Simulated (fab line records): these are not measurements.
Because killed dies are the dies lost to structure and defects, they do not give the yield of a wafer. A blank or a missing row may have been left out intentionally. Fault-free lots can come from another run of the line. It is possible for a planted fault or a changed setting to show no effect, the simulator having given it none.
8D (eight disciplines) problem report, filled in by code | flow berkeley cmos170 | the parts of the form that need people (team, actions taken, sign-off) are left out

1. WHAT IS WRONG
beam energy keV at UCB170_NLDD_IMPLANT_08 reads a mean of 21.352 on 6 wafers of 2 lots; wafers without a fault read 30.001 with a standard deviation of 0.0091. So: -99 or more standard deviations from the usual mean.
First observed at day 10 14:35: wafer L637.1, on implanter-01. At this step, 42 wafers from 14 lots have a number in the record. The rule behind "out" and "out of limits": a value lying over 4 standard deviations away from the usual mean. All remaining wafers that have a number are taken as sound.

2. WHAT IT IS, WHAT IT ISN'T
question                    | is                     | is not
which readings at this step | beam energy keV        | -
which lots                  | L637, L639             | L617, L618, L619, L620, L623, L624, L625, L626, L627, L629, L636, L638
which wafers of those lots  | all that have a number | -
read on which tools         | implanter-01           | implanter-03, implanter-04
when                        | from day 10 14:35      | up to then (33 sound wafers); but 3 sound wafers of L638 came after

3. SUSPECTS, AND WHAT RULES EACH OUT
Counting: a tool stays on the suspect list if, at a process step up to the reading, it processed all lots that are out and no sound lot following the first of them.
- implanter-01 at UCB170_NLDD_IMPLANT_08: kept. It processed each lot that is out, first L637 at day 10 14:35, and no sound lot thereafter; up to then, the last sound lot it processed was L636 at day 9 23:19. Its own readings are out on those wafers: beam energy keV.
The count leaves implanter-01 at UCB170_NLDD_IMPLANT_08.

4. THE CAUSE (what the simulator had put in)
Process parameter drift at UCB170_NLDD_IMPLANT_08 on implanter-01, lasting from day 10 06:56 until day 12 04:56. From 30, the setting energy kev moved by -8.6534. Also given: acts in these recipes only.
This tool alone remained once counting was done.

5. SEQUENCE OF EFFECTS, ordered by route
One row per reading whose mean, taken over the struck wafers that have a number, lies over 3 standard deviations from the usual. Only readings whose record carries a usual standard deviation are examined. hours: median over the lots of the time between each lot's start at the first step of this table that gives one and its start at this step. sigmas: the change, counted in usual standard deviations.
hours | step                   | reading         | usual  | on struck wafers | change | sigmas
0     | UCB170_NLDD_IMPLANT_08 | beam energy keV | 30.001 | 21.352           | -8.649 | -99 or more
Here are the process steps it includes:
- UCB170_NLDD_IMPLANT_08
Later measuring or inspecting steps at which every struck wafer that the step has a row for has a number for every such reading, and none has moved that far: UCB170_NLDD_TW_MEAS_11.

6. WHAT WOULD HAVE CAUGHT IT SOONER
In this record no reading fell out of limits until day 10 14:35, 8 hours after the fault had begun at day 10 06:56.
